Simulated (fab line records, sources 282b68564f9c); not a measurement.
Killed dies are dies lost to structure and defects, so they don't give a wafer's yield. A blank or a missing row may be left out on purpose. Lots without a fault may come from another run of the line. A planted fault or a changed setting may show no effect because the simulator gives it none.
A struck lot beside a sound one | flow rit_cmos | 15 steps out of a route of 202
Sound: wafers L763.1, L763.3, L763.5. Struck: wafers L766.1, L766.2, L766.5. The cause comes at the end.
At each step with rows: each side's tool, then ch and its chambers, then its first start. Under that, the readings that differ: sound wafers | struck wafers | difference of the means | sigmas: that difference in standard deviations of wafers without a fault.
alike: readings whose means differ by less than 2 such deviations, and words and numbers that are the same on both sides. not compared: withheld readings, readings that some wafer has no value for, bounds like >300 that may hide the same value, and numbers for which the record gives no deviation and whose values overlap.
The two part at a step that has a row with sigmas, a row that says differs or no value, or rows on one side only. Numbers that don't overlap but have no deviation are shown without sigmas and don't part them. A reading that every wafer of one side lacks parts them only if that side has two wafers or more.

first, 4 steps without rows for these wafers: RIT_PSD_SOFTBAKE_02 (time 60 s); RIT_PSD_EXPOSE_03 (exposes mask M10, target cd 40900 nm); RIT_PSD_PEB_04; RIT_PSD_DEVELOP_05 (develop time 50 s).
RIT_PSD_OVL_MEAS_06:
  sound on overlay-01, day 3 22:11; struck on overlay-01, day 4 13:35
  alike: PSD_OVL
then, 2 steps without rows for these wafers: RIT_PSD_HARDBAKE_07 (time 60 s); RIT_PSD_IMPLANT_08.
RIT_PSD_STRIP_09: strips in O2, time 180 s.
  sound on plasma_asher-01 ch 0,1, day 3 22:32; struck on plasma_asher-01 ch 0,1, day 4 13:58
  alike: drypump_motor_current_A
  not compared: rf_hours_counter_h
RIT_PSD_TW_MEAS_10:
  sound on film_metro-02, day 3 22:43; struck on film_metro-02, day 4 14:08
  alike: PSD_TW
then, 3 steps without rows for these wafers: RIT_SDANNEAL_CLEAN_00 (cleans in SC1, time 600 s); RIT_SDANNEAL_CLEAN_01 (cleans in dHF, time 29.45 s); RIT_SDANNEAL_CLEAN_02 (cleans in SC2, time 600 s).
RIT_SDANNEAL_RTA_03: time 5 s.
  sound on rtp_anneal-01 ch 0, day 3 23:08; struck on rtp_anneal-02 ch 0, day 4 14:34
  reading          | sound                | struck               | difference | sigmas
  wafer_temp_C_max | 1056.0 1051.1 1055.7 | 1014.0 1011.8 1014.3 | -40.9      | -34
RIT_SDANNEAL_RS_MEAS_04: measures by four-point-probe.
  sound on film_metro-04, day 3 23:15; struck on film_metro-03, day 4 14:59
  reading         | sound             | struck            | difference | sigmas
  PSD_RS (ohm/sq) | 116.3 116.0 116.0 | 144.4 144.8 144.8 | +28.6      | +95
  not compared: hold
RIT_M1_PROBE_99:
  the record has rows for the sound wafers here (prober-02, day 4 06:46) and none for the struck ones

WHERE THEY PART
First at RIT_SDANNEAL_RTA_03; last, within this record, at RIT_M1_PROBE_99.

WHY: what the simulator had put in
Process parameter drift: rtp_anneal-02, from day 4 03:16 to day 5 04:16, at RIT_SDANNEAL_RTA_03. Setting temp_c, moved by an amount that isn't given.
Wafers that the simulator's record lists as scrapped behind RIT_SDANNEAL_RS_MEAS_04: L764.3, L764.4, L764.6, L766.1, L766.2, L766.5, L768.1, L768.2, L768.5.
